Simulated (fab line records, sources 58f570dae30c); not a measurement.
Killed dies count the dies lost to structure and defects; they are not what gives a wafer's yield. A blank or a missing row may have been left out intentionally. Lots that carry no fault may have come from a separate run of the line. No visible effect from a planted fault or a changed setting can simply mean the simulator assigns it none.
Problem report, 8D (eight disciplines) form, completed by code | flow berkeley_cmos170 | the parts of the form that need people (team, actions taken, sign-off) are left out

## 1. THE ISSUE
Wafers free of any fault read -4 nm (standard deviation 4.7) for PLDD_OVL at UCB170_PLDD_OVL_MEAS_07, against a mean of 314 nm on 6 wafers of 2 lots. That puts it +68 standard deviations away from the usual mean.
Seen first at day 9 03:54 on overlay-01, wafer L407.1. The record has a number at this step for 42 wafers belonging to 14 lots. Rule for "out" (also "out of limits"): further than 4 standard deviations from the usual mean. The rest of the wafers with a number are treated as sound.

## 2. WHAT IT IS AND WHAT IT IS NOT
question                    | is                     | is not
which readings at this step | PLDD_OVL               | -
which lots                  | L407, L411             | L396, L397, L398, L399, L401, L402, L405, L406, L408, L414, L415, L417
which wafers of those lots  | all that have a number | -
read on which gauges        | overlay-01             | overlay-02
when                        | from day 9 03:54       | up to then (24 sound wafers); but 12 sound wafers of L408, L414, L415, L417 came after

## 3. SUSPECTS, AND WHAT RULES EACH OUT
Counting: a tool at a process step up to the reading stays a suspect if it ran every lot that is out and no sound lot after the first of them.
- the gauge at UCB170_PLDD_OVL_MEAS_07: kept. All the wafers that are out were read on overlay-01, and no step on other tools shows them out.
- plasma_asher-03 at UCB170_ZERO_STRIP_07 (strips in O2): ruled out as a lasting fault. The sound lots L415 went through it after L407, its earliest lot that is out (day 4 16:51).
- krf_scanner-01 at UCB170_PLDD_EXPOSE_03 (exposes mask PSELECT, target cd 1200 nm): kept. Every lot that is out went through it, starting with L407 (day 9 03:23), and after that it ran no sound lot; the last sound lot it ran before then is L406 (day 8 21:38).
Left after counting: krf_scanner-01 at UCB170_PLDD_EXPOSE_03, overlay-01 at UCB170_PLDD_OVL_MEAS_07.

## 4. THE CAUSE (what the simulator had put in)
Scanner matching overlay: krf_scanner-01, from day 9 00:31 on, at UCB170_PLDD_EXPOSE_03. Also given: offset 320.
Of the 2 suspects that counting leaves, this tool is one.

## 5. THE CHAIN OF EFFECTS, in route order
One row per reading whose mean, taken over the struck wafers that have a number, lies over 3 standard deviations from the usual. Only readings for which the record gives a usual standard deviation are gone through. hours: the time from each lot's start at the first step in this table that gives one to its start at this step, as a median over the lots. sigmas: the change in usual standard deviations.
hours | step                    | reading  | usual | on struck wafers | change | sigmas
0     | UCB170_PLDD_OVL_MEAS_07 | PLDD_OVL | -4 nm | 314              | +318   | +68
Later measuring or inspecting steps at which every struck wafer that the step has a row for has a number for every such reading, and none has moved that far: UCB170_V1_BOW_MEAS_03.

## 6. HOW IT WOULD HAVE BEEN CAUGHT EARLIER
Counted from the fault's start at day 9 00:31, it took 3 hours until the first out-of-limits reading at a measuring or inspecting step in this record, taken at day 9 03:54.
Among the 2 lots that are out, L411 began UCB170_PLDD_EXPOSE_03 on krf_scanner-01 after day 9 03:54. Holding the tool at that time would have saved it.
